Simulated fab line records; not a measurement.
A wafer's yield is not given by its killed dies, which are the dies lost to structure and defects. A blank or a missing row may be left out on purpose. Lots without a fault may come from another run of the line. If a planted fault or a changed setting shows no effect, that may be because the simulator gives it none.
fab line records || flow ritCmos
record: {"lots": 5, "wafers": 15, "lastDay": 7}
route steps=202 shown NLDD@105 PLDD@114 SPACER@125 M1@202
lots with no fault: from the same line, run without faults
startH: the number of hours between the record's first day and the start of the first shown wafer of the lot || waitH: how many hours have passed since the lot's step before this one || " as in the row above || L1.1+2: one row covering several wafers at once || - no value, or no start was given || * or withheld: withheld || < > ~ a bound
route shown NAME@n: names a module that has steps shown in the file, with the first one's number in the route || usual: mean/standard deviation of fault-free wafers || same: alike in all rows || chamber/n: place in a boat || sites: each site's reading || _std_site: the values' standard deviation || _edge_site: outer sites' mean less inner sites' || radiusMm: for every site, how far away it sits from the centre of the wafer || mask NAME#n: copy n || behind: tool/chamber where the wafer was last shaped || hold: what put the lot on hold/how long, in hours/how the hold closed || device: the transistor (n, p or np) that didn't switch || end of line: the tests these same wafers got at the end of their route || where a step has no rows: the recipe by itself || killed: not the wafer's yield, but the dies lost to structure and defects at the first sort || map: the dies of a wafer, with x for killed, . for not killed, _ for no die there
set.NAME: the setting that was run; set.NAME@STEP: the one run at that earlier step || model.NAME: the simulator's own value behind a step, which no gauge read
lots at selected steps of the route; one table per step, one row per wafer
services: from which hour (startH, from the record's first day; less than 0 if before it) a tool's chamber was out of use, for how many hours, and why
== steps ==
step: RIT_NLDD_SOFTBAKE_02
recipe: {"resist": "NOVOLAK", "tempC": 90, "timeS": 60}
step: RIT_NLDD_EXPOSE_03
recipe: {"maskId": "M7", "na": 0.57, "targetCdNm": 40700, "doseMj": 250}
step: RIT_NLDD_PEB_04
recipe: {"resist": "NOVOLAK", "tempC": "withheld", "timeS": "withheld"}
step: RIT_NLDD_DEVELOP_05
recipe: {"resist": "NOVOLAK", "developTimeS": 50, "devTempC": 23}
step: RIT_NLDD_OVL_MEAS_06
usual: {"NLDD_OVL": "0.1/1.4"}
{"lot.wafer": "L951.1", "tool": "overlay-01", "chamber": "-", "startH": 90.64, "waitH": "-", "NLDD_OVL[nm]": -3.5}
{"lot.wafer": "L951.3", "tool": "overlay-01", "chamber": "-", "startH": 90.64, "waitH": "-", "NLDD_OVL[nm]": 1.0}
{"lot.wafer": "L951.6", "tool": "overlay-01", "chamber": "-", "startH": 90.64, "waitH": "-", "NLDD_OVL[nm]": -0.5}
{"lot.wafer": "L955.1", "tool": "overlay-02", "chamber": "-", "startH": 108.66, "waitH": "-", "NLDD_OVL[nm]": -1.0}
{"lot.wafer": "L955.4", "tool": "overlay-02", "chamber": "-", "startH": 108.66, "waitH": "-", "NLDD_OVL[nm]": -0.9}
{"lot.wafer": "L955.6", "tool": "overlay-02", "chamber": "-", "startH": 108.66, "waitH": "-", "NLDD_OVL[nm]": -2.3}
{"lot.wafer": "L957.2", "tool": "overlay-02", "chamber": "-", "startH": 121.11, "waitH": "-", "NLDD_OVL[nm]": -0.5}
{"lot.wafer": "L957.3", "tool": "overlay-02", "chamber": "-", "startH": 121.11, "waitH": "-", "NLDD_OVL[nm]": 1.8}
{"lot.wafer": "L957.4", "tool": "overlay-02", "chamber": "-", "startH": 121.11, "waitH": "-", "NLDD_OVL[nm]": 0.2}
{"lot.wafer": "L958.3", "tool": "overlay-02", "chamber": "-", "startH": 123.72, "waitH": "-", "NLDD_OVL[nm]": 0.1}
{"lot.wafer": "L958.5", "tool": "overlay-02", "chamber": "-", "startH": 123.72, "waitH": "-", "NLDD_OVL[nm]": -1.1}
{"lot.wafer": "L958.6", "tool": "overlay-02", "chamber": "-", "startH": 123.72, "waitH": "-", "NLDD_OVL[nm]": -0.9}
{"lot.wafer": "L961.3", "tool": "overlay-01", "chamber": "-", "startH": 141.83, "waitH": "-", "NLDD_OVL[nm]": 2.4}
{"lot.wafer": "L961.4", "tool": "overlay-01", "chamber": "-", "startH": 141.83, "waitH": "-", "NLDD_OVL[nm]": 2.3}
{"lot.wafer": "L961.6", "tool": "overlay-01", "chamber": "-", "startH": 141.83, "waitH": "-", "NLDD_OVL[nm]": 1.3}
step: RIT_NLDD_HARDBAKE_07
recipe: {"resist": "NOVOLAK", "tempC": 140, "timeS": 60}
step: RIT_NLDD_IMPLANT_08
recipe: {"species": "P", "energyKev": 20, "doseCm2": 5e+14, "tiltDeg": 7}
step: RIT_NLDD_STRIP_09
recipe: {"chemistry": "O2", "timeS": 180, "resist": "NOVOLAK", "platenTempC": "withheld", "powerW": 508, "pressureMtorr": 4000, "o2FlowSccm": 4000}
usual: {"drypumpMotorCurrentA": "5.4/0.42"}
{"lot.wafer": "L951.1", "tool": "plasmaAsher-01", "chamber": 0, "startH": 90.98, "waitH": 0.1, "drypumpMotorCurrentA": 4.7, "rfHoursCounterH": 31}
{"lot.wafer": "L951.3", "tool": "plasmaAsher-01", "chamber": 1, "startH": 90.98, "waitH": 0.1, "drypumpMotorCurrentA": 5.9, "rfHoursCounterH": "-"}
{"lot.wafer": "L951.6", "tool": "plasmaAsher-01", "chamber": 1, "startH": 90.98, "waitH": 0.1, "drypumpMotorCurrentA": 5.9, "rfHoursCounterH": "-"}
{"lot.wafer": "L955.1", "tool": "plasmaAsher-01", "chamber": 0, "startH": 109.01, "waitH": 0.1, "drypumpMotorCurrentA": 4.8, "rfHoursCounterH": 33}
{"lot.wafer": "L955.4", "tool": "plasmaAsher-01", "chamber": 0, "startH": 109.01, "waitH": 0.1, "drypumpMotorCurrentA": 4.8, "rfHoursCounterH": "-"}
{"lot.wafer": "L955.6", "tool": "plasmaAsher-01", "chamber": 0, "startH": 109.01, "waitH": 0.1, "drypumpMotorCurrentA": 4.8, "rfHoursCounterH": "-"}
{"lot.wafer": "L957.2", "tool": "plasmaAsher-03", "chamber": 0, "startH": 121.44, "waitH": 0.1, "drypumpMotorCurrentA": 5.3, "rfHoursCounterH": 0}
{"lot.wafer": "L957.3", "tool": "plasmaAsher-03", "chamber": 1, "startH": 121.44, "waitH": 0.1, "drypumpMotorCurrentA": 5.2, "rfHoursCounterH": "-"}
{"lot.wafer": "L957.4", "tool": "plasmaAsher-03", "chamber": 0, "startH": 121.44, "waitH": 0.1, "drypumpMotorCurrentA": 5.3, "rfHoursCounterH": "-"}
{"lot.wafer": "L958.3", "tool": "plasmaAsher-04", "chamber": 0, "startH": 124.10, "waitH": 0.1, "drypumpMotorCurrentA": 5.9, "rfHoursCounterH": "-"}
{"lot.wafer": "L958.5", "tool": "plasmaAsher-04", "chamber": 1, "startH": 124.10, "waitH": 0.1, "drypumpMotorCurrentA": 5.8, "rfHoursCounterH": "-"}
{"lot.wafer": "L958.6", "tool": "plasmaAsher-04", "chamber": 0, "startH": 124.10, "waitH": 0.1, "drypumpMotorCurrentA": 5.8, "rfHoursCounterH": "-"}
{"lot.wafer": "L961.3", "tool": "plasmaAsher-01", "chamber": 0, "startH": 142.21, "waitH": 0.1, "drypumpMotorCurrentA": 4.8, "rfHoursCounterH": "-"}
{"lot.wafer": "L961.4", "tool": "plasmaAsher-01", "chamber": 1, "startH": 142.21, "waitH": 0.1, "drypumpMotorCurrentA": 5.9, "rfHoursCounterH": "-"}
{"lot.wafer": "L961.6", "tool": "plasmaAsher-01", "chamber": 1, "startH": 142.21, "waitH": 0.1, "drypumpMotorCurrentA": 5.9, "rfHoursCounterH": "-"}
step: RIT_NLDD_TW_MEAS_10
usual: {"NLDD_TW": "2482/11"}
{"lot.wafer": "L951.1", "tool": "filmMetro-04", "chamber": "-", "startH": 91.15, "waitH": 0.1, "NLDD_TW": 2481}
{"lot.wafer": "L951.3", "tool": "filmMetro-04", "chamber": "-", "startH": 91.15, "waitH": 0.1, "NLDD_TW": 2468}
{"lot.wafer": "L951.6", "tool": "filmMetro-04", "chamber": "-", "startH": 91.15, "waitH": 0.1, "NLDD_TW": 2470}
{"lot.wafer": "L955.1", "tool": "filmMetro-02", "chamber": "-", "startH": 109.18, "waitH": 0.1, "NLDD_TW": 2478}
{"lot.wafer": "L955.4", "tool": "filmMetro-02", "chamber": "-", "startH": 109.18, "waitH": 0.1, "NLDD_TW": 2473}
{"lot.wafer": "L955.6", "tool": "filmMetro-02", "chamber": "-", "startH": 109.18, "waitH": 0.1, "NLDD_TW": 2486}
{"lot.wafer": "L957.2", "tool": "filmMetro-02", "chamber": "-", "startH": 121.62, "waitH": 0.1, "NLDD_TW": 2485}
{"lot.wafer": "L957.3", "tool": "filmMetro-02", "chamber": "-", "startH": 121.62, "waitH": 0.1, "NLDD_TW": 2489}
{"lot.wafer": "L957.4", "tool": "filmMetro-02", "chamber": "-", "startH": 121.62, "waitH": 0.1, "NLDD_TW": 2485}
{"lot.wafer": "L958.3", "tool": "filmMetro-04", "chamber": "-", "startH": 124.24, "waitH": 0.1, "NLDD_TW": 2501}
{"lot.wafer": "L958.5", "tool": "filmMetro-04", "chamber": "-", "startH": 124.24, "waitH": 0.1, "NLDD_TW": 2500}
{"lot.wafer": "L958.6", "tool": "filmMetro-04", "chamber": "-", "startH": 124.24, "waitH": 0.1, "NLDD_TW": 2510}
{"lot.wafer": "L961.3", "tool": "filmMetro-02", "chamber": "-", "startH": 142.35, "waitH": 0.1, "NLDD_TW": 2486}
{"lot.wafer": "L961.4", "tool": "filmMetro-02", "chamber": "-", "startH": 142.35, "waitH": 0.1, "NLDD_TW": 2488}
{"lot.wafer": "L961.6", "tool": "filmMetro-02", "chamber": "-", "startH": 142.35, "waitH": 0.1, "NLDD_TW": 2479}
step: RIT_PLDD_HMDS_00
recipe: {"primeTimeS": 60, "primeTempC": 140}
step: RIT_PLDD_COAT_01
recipe: {"resist": "NOVOLAK", "spinRpm": 3250, "resistThkNm": 1000}
step: RIT_PLDD_SOFTBAKE_02
recipe: {"resist": "NOVOLAK", "tempC": 90, "timeS": 60}
step: RIT_PLDD_EXPOSE_03
recipe: {"maskId": "M8", "na": 0.57, "targetCdNm": 40900, "doseMj": 250}
{"lot.wafer": "L951.1+3+6", "tool": "ilineStepper-02", "chamber": 0, "startH": 91.66, "waitH": 0.1, "mask": "M8#0"}
{"lot.wafer": "L955.1+4+6", "tool": "ilineStepper-02", "chamber": 0, "startH": 109.69, "waitH": 0.1, "mask": "M8#0"}
{"lot.wafer": "L957.2+3+4", "tool": "ilineStepper-01", "chamber": 0, "startH": 122.27, "waitH": 0.2, "mask": "M8#0"}
{"lot.wafer": "L958.3+5+6", "tool": "ilineStepper-02", "chamber": 0, "startH": 124.89, "waitH": 0.2, "mask": "M7#0"}
{"lot.wafer": "L961.3+4+6", "tool": "ilineStepper-02", "chamber": 0, "startH": 143.00, "waitH": 0.2, "mask": "M8#0"}
step: RIT_PLDD_PEB_04
recipe: {"resist": "NOVOLAK", "tempC": "withheld", "timeS": "withheld"}
step: RIT_PLDD_DEVELOP_05
recipe: {"resist": "NOVOLAK", "developTimeS": 50, "devTempC": 23}
step: RIT_PLDD_OVL_MEAS_06
usual: {"PLDD_OVL": "-1.3/1.4"}
{"lot.wafer": "L951.1", "tool": "overlay-02", "chamber": "-", "startH": 92.06, "waitH": "-", "PLDD_OVL[nm]": 1.0}
{"lot.wafer": "L951.3", "tool": "overlay-02", "chamber": "-", "startH": 92.06, "waitH": "-", "PLDD_OVL[nm]": 0.3}
{"lot.wafer": "L951.6", "tool": "overlay-02", "chamber": "-", "startH": 92.06, "waitH": "-", "PLDD_OVL[nm]": 0.0}
{"lot.wafer": "L955.1", "tool": "overlay-02", "chamber": "-", "startH": 110.09, "waitH": "-", "PLDD_OVL[nm]": -0.6}
{"lot.wafer": "L955.4", "tool": "overlay-02", "chamber": "-", "startH": 110.09, "waitH": "-", "PLDD_OVL[nm]": -2.2}
{"lot.wafer": "L955.6", "tool": "overlay-02", "chamber": "-", "startH": 110.09, "waitH": "-", "PLDD_OVL[nm]": -1.7}
{"lot.wafer": "L957.2", "tool": "overlay-02", "chamber": "-", "startH": 122.65, "waitH": "-", "PLDD_OVL[nm]": -1.1}
{"lot.wafer": "L957.3", "tool": "overlay-02", "chamber": "-", "startH": 122.65, "waitH": "-", "PLDD_OVL[nm]": -2.6}
{"lot.wafer": "L957.4", "tool": "overlay-02", "chamber": "-", "startH": 122.65, "waitH": "-", "PLDD_OVL[nm]": -0.5}
{"lot.wafer": "L958.3", "tool": "overlay-01", "chamber": "-", "startH": 125.27, "waitH": "-", "PLDD_OVL[nm]": "-"}
{"lot.wafer": "L958.5", "tool": "overlay-01", "chamber": "-", "startH": 125.27, "waitH": "-", "PLDD_OVL[nm]": "-"}
{"lot.wafer": "L958.6", "tool": "overlay-01", "chamber": "-", "startH": 125.27, "waitH": "-", "PLDD_OVL[nm]": "-"}
{"lot.wafer": "L961.3", "tool": "overlay-02", "chamber": "-", "startH": 143.37, "waitH": "-", "PLDD_OVL[nm]": 0.2}
{"lot.wafer": "L961.4", "tool": "overlay-02", "chamber": "-", "startH": 143.37, "waitH": "-", "PLDD_OVL[nm]": -0.2}
{"lot.wafer": "L961.6", "tool": "overlay-02", "chamber": "-", "startH": 143.37, "waitH": "-", "PLDD_OVL[nm]": 0.0}
step: RIT_PLDD_HARDBAKE_07
recipe: {"resist": "NOVOLAK", "tempC": 140, "timeS": 60}
step: RIT_PLDD_IMPLANT_08
recipe: {"species": "BF2", "energyKev": 20, "doseCm2": 9e+14, "tiltDeg": 7}
step: RIT_PLDD_STRIP_09
recipe: {"chemistry": "O2", "timeS": 180, "resist": "NOVOLAK", "platenTempC": "withheld", "powerW": 500, "pressureMtorr": 4000, "o2FlowSccm": 4000}
usual: {"drypumpMotorCurrentA": "5.6/0.31"}
{"lot.wafer": "L951.1", "tool": "plasmaAsher-03", "chamber": 1, "startH": 92.40, "waitH": 0.1, "drypumpMotorCurrentA": 5.2, "rfHoursCounterH": 45}
{"lot.wafer": "L951.3", "tool": "plasmaAsher-03", "chamber": 1, "startH": 92.40, "waitH": 0.1, "drypumpMotorCurrentA": 5.2, "rfHoursCounterH": "-"}
{"lot.wafer": "L951.6", "tool": "plasmaAsher-03", "chamber": 0, "startH": 92.40, "waitH": 0.1, "drypumpMotorCurrentA": 5.3, "rfHoursCounterH": "-"}
{"lot.wafer": "L955.1", "tool": "plasmaAsher-04", "chamber": 1, "startH": 110.67, "waitH": 0.1, "drypumpMotorCurrentA": 5.8, "rfHoursCounterH": 45}
{"lot.wafer": "L955.4", "tool": "plasmaAsher-04", "chamber": 0, "startH": 110.67, "waitH": 0.1, "drypumpMotorCurrentA": 5.8, "rfHoursCounterH": "-"}
{"lot.wafer": "L955.6", "tool": "plasmaAsher-04", "chamber": 1, "startH": 110.67, "waitH": 0.1, "drypumpMotorCurrentA": 5.8, "rfHoursCounterH": "-"}
{"lot.wafer": "L957.2", "tool": "plasmaAsher-03", "chamber": 0, "startH": 122.98, "waitH": 0.1, "drypumpMotorCurrentA": 5.3, "rfHoursCounterH": 0}
{"lot.wafer": "L957.3", "tool": "plasmaAsher-03", "chamber": 0, "startH": 122.98, "waitH": 0.1, "drypumpMotorCurrentA": 5.3, "rfHoursCounterH": "-"}
{"lot.wafer": "L957.4", "tool": "plasmaAsher-03", "chamber": 1, "startH": 122.98, "waitH": 0.1, "drypumpMotorCurrentA": 5.2, "rfHoursCounterH": "-"}
{"lot.wafer": "L958.3", "tool": "plasmaAsher-04", "chamber": 0, "startH": 125.65, "waitH": 0.1, "drypumpMotorCurrentA": 5.9, "rfHoursCounterH": "-"}
{"lot.wafer": "L958.5", "tool": "plasmaAsher-04", "chamber": 0, "startH": 125.65, "waitH": 0.1, "drypumpMotorCurrentA": 5.9, "rfHoursCounterH": "-"}
{"lot.wafer": "L958.6", "tool": "plasmaAsher-04", "chamber": 1, "startH": 125.65, "waitH": 0.1, "drypumpMotorCurrentA": 5.8, "rfHoursCounterH": "-"}
{"lot.wafer": "L961.3", "tool": "plasmaAsher-04", "chamber": 1, "startH": 143.76, "waitH": 0.1, "drypumpMotorCurrentA": 5.8, "rfHoursCounterH": "-"}
{"lot.wafer": "L961.4", "tool": "plasmaAsher-04", "chamber": 0, "startH": 143.76, "waitH": 0.1, "drypumpMotorCurrentA": 5.9, "rfHoursCounterH": "-"}
{"lot.wafer": "L961.6", "tool": "plasmaAsher-04", "chamber": 0, "startH": 143.76, "waitH": 0.1, "drypumpMotorCurrentA": 5.9, "rfHoursCounterH": "-"}
step: RIT_PLDD_TW_MEAS_10
usual: {"PLDD_TW": "2340/9.9"}
{"lot.wafer": "L951.1", "tool": "filmMetro-02", "chamber": "-", "startH": 92.57, "waitH": 0.1, "PLDD_TW": 2345}
{"lot.wafer": "L951.3", "tool": "filmMetro-02", "chamber": "-", "startH": 92.57, "waitH": 0.1, "PLDD_TW": 2345}
{"lot.wafer": "L951.6", "tool": "filmMetro-02", "chamber": "-", "startH": 92.57, "waitH": 0.1, "PLDD_TW": 2330}
{"lot.wafer": "L955.1", "tool": "filmMetro-02", "chamber": "-", "startH": 110.85, "waitH": 0.1, "PLDD_TW": 2344}
{"lot.wafer": "L955.4", "tool": "filmMetro-02", "chamber": "-", "startH": 110.85, "waitH": 0.1, "PLDD_TW": 2350}
{"lot.wafer": "L955.6", "tool": "filmMetro-02", "chamber": "-", "startH": 110.85, "waitH": 0.1, "PLDD_TW": 2326}
{"lot.wafer": "L957.2", "tool": "filmMetro-04", "chamber": "-", "startH": 123.17, "waitH": 0.1, "PLDD_TW": 2349}
{"lot.wafer": "L957.3", "tool": "filmMetro-04", "chamber": "-", "startH": 123.17, "waitH": 0.1, "PLDD_TW": 2343}
{"lot.wafer": "L957.4", "tool": "filmMetro-04", "chamber": "-", "startH": 123.17, "waitH": 0.1, "PLDD_TW": 2362}
{"lot.wafer": "L958.3", "tool": "filmMetro-02", "chamber": "-", "startH": 125.79, "waitH": 0.1, "PLDD_TW": 30}
{"lot.wafer": "L958.5", "tool": "filmMetro-02", "chamber": "-", "startH": 125.79, "waitH": 0.1, "PLDD_TW": 30}
{"lot.wafer": "L958.6", "tool": "filmMetro-02", "chamber": "-", "startH": 125.79, "waitH": 0.1, "PLDD_TW": 30}
{"lot.wafer": "L961.3", "tool": "filmMetro-02", "chamber": "-", "startH": 143.89, "waitH": 0.1, "PLDD_TW": 2344}
{"lot.wafer": "L961.4", "tool": "filmMetro-02", "chamber": "-", "startH": 143.89, "waitH": 0.1, "PLDD_TW": 2324}
{"lot.wafer": "L961.6", "tool": "filmMetro-02", "chamber": "-", "startH": 143.89, "waitH": 0.1, "PLDD_TW": 2343}
step: RIT_SPACER_CLEAN_00
recipe: {"chemistry": "SC1", "mix": "3:3:50", "timeS": 623.6, "tempC": 75}
step: RIT_M1_PROBE_99
usual: {"killedAtFrontEnd": "6.7/2.6", "killedDies": "6.8/2.6", "killedOnRim": "1.9/1.3", "killedOpen": "3.3/1.7", "killedShort": "3.4/2"}
same: {"grossDies": 264, "killed_at_M0_to_M3": 0, "killed_at_M4_up": 0, "killedAtBackSide": 0, "killedAtContacts": 0, "killedAtOther": 0}
{"lot.wafer": "L958.3", "tool": "prober-01", "chamber": "-", "startH": 139.73, "waitH": 0.2, "killedAtFrontEnd": 264, "killedDies": 264, "killedOnRim": 70, "killedOpen": 4, "killedShort": 4}
{"lot.wafer": "L958.5", "tool": "prober-01", "chamber": "-", "startH": 139.83, "waitH": 0.2, "killedAtFrontEnd": 264, "killedDies": 264, "killedOnRim": 70, "killedOpen": 3, "killedShort": 4}
{"lot.wafer": "L958.6", "tool": "prober-01", "chamber": "-", "startH": 139.88, "waitH": 0.2, "killedAtFrontEnd": 264, "killedDies": 264, "killedOnRim": 70, "killedOpen": 2, "killedShort": 2}
killed by level:class
L958.3 PLDD:areaExpose=256 GATE:geometricParticle:short=3 REOX:geometricParticle:open=2 FOX2:geometricParticle:short=1 GATE:geometricParticle:open=1 SPACER:geometricParticle:open=1
L958.5 PLDD:areaExpose=257 GATE:geometricParticle:short=2 SPACER:geometricParticle:open=2 FOX1:geometricParticle:short=1 GATE:geometricParticle:open=1 REOX:geometricParticle:short=1
L958.6 PLDD:areaExpose=260 FOX1:geometricParticle:open=2 FOX2:geometricParticle:short=1 GATE:geometricParticle:short=1
map L958.3 (x killed, . not)
________xxxxxxx_______
_____xxxxxxxxxxxxx____
____xxxxxxxxxxxxxxx___
___xxxxxxxxxxxxxxxxx__
__xxxxxxxxxxxxxxxxxxx_
__xxxxxxxxxxxxxxxxxxx_
_xxxxxxxxxxxxxxxxxxxxx
_xxxxxxxxxxxxxxxxxxxxx
_xxxxxxxxxxxxxxxxxxxxx
_xxxxxxxxxxxxxxxxxxxxx
__xxxxxxxxxxxxxxxxxxx_
__xxxxxxxxxxxxxxxxxxx_
___xxxxxxxxxxxxxxxxx__
____xxxxxxxxxxxxxxx___
_____xxxxxxxxxxxxx____
________xxxxxxx_______
map L955.6 (x killed, . not)
________......._______
_____.............____
____....x..........___
___.................__
__.......x...x......._
__................x.._
_.....................
_.....................
_.....................
_.....................
__..................._
__..................._
___...x......x......__
____...............___
_____.............____
________......._______
== services ==
{"tool": "ilineStepper-02", "chamber": "-", "startH": 70.56, "hours": 2.1, "kind": "repair"}
{"tool": "ilineStepper-01", "chamber": "-", "startH": 84.15, "hours": 8.8, "kind": "repair"}
{"tool": "ilineStepper-01", "chamber": "-", "startH": 84.47, "hours": 8.8, "kind": "repair"}
{"tool": "plasmaAsher-03", "chamber": "-", "startH": 107.08, "hours": 5.2, "kind": "repair"}
{"tool": "plasmaAsher-03", "chamber": "-", "startH": 112.27, "hours": 9.0, "kind": "pm"}
{"tool": "plasmaAsher-03", "chamber": 0, "startH": 112.27, "hours": 9.0, "kind": "ventCycle"}
{"tool": "plasmaAsher-03", "chamber": 1, "startH": 112.27, "hours": 9.0, "kind": "ventCycle"}
{"tool": "ilineStepper-01", "chamber": "-", "startH": 117.68, "hours": 2.5, "kind": "repair"}
{"tool": "plasmaAsher-03", "chamber": 0, "startH": 121.27, "hours": "-", "kind": "clean"}
{"tool": "plasmaAsher-03", "chamber": 1, "startH": 121.27, "hours": "-", "kind": "clean"}
{"tool": "ilineStepper-02", "chamber": 0, "startH": 132.33, "hours": "-", "kind": "calibration"}
== key ==
firstSign: {"step": "RIT_PLDD_EXPOSE_03", "reading": "mask", "direction": "changed"}
effect: {"step": "RIT_PLDD_OVL_MEAS_06", "reading": "PLDD_OVL", "direction": "missing"}
effect: {"step": "RIT_PLDD_TW_MEAS_10", "reading": "PLDD_TW", "direction": "down", "sigmas": "99+", "usual": 2340, "struck": 30}
effect: {"step": "RIT_M1_PROBE_99", "reading": "killedAtFrontEnd", "direction": "up", "sigmas": 98, "usual": 6.7, "struck": 264}
moreKillsBornAt: {"RIT_PLDD_EXPOSE_03@ilineStepper-02": 773}
metAt RIT_PLDD_EXPOSE_03
struckWafers L958.3,L958.5,L958.6
testerLeftOut L958
onsetBetween 109.69 124.89
fault: {"kind": "wrongMask", "tool": "any", "chamber": "-", "onsetH": 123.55, "steps": "RIT_PLDD_EXPOSE_03", "auxCopy": "M7#0", "scope": "struckLotsOnly"}
testerLeftOut: of these lots the tester's yield and bins aren't shown, on N5 and GAA mostly nor the transistor test; their killed dies are dies lost to structure and defects alone, not to doping, threshold or leakage, so they don't give the yield
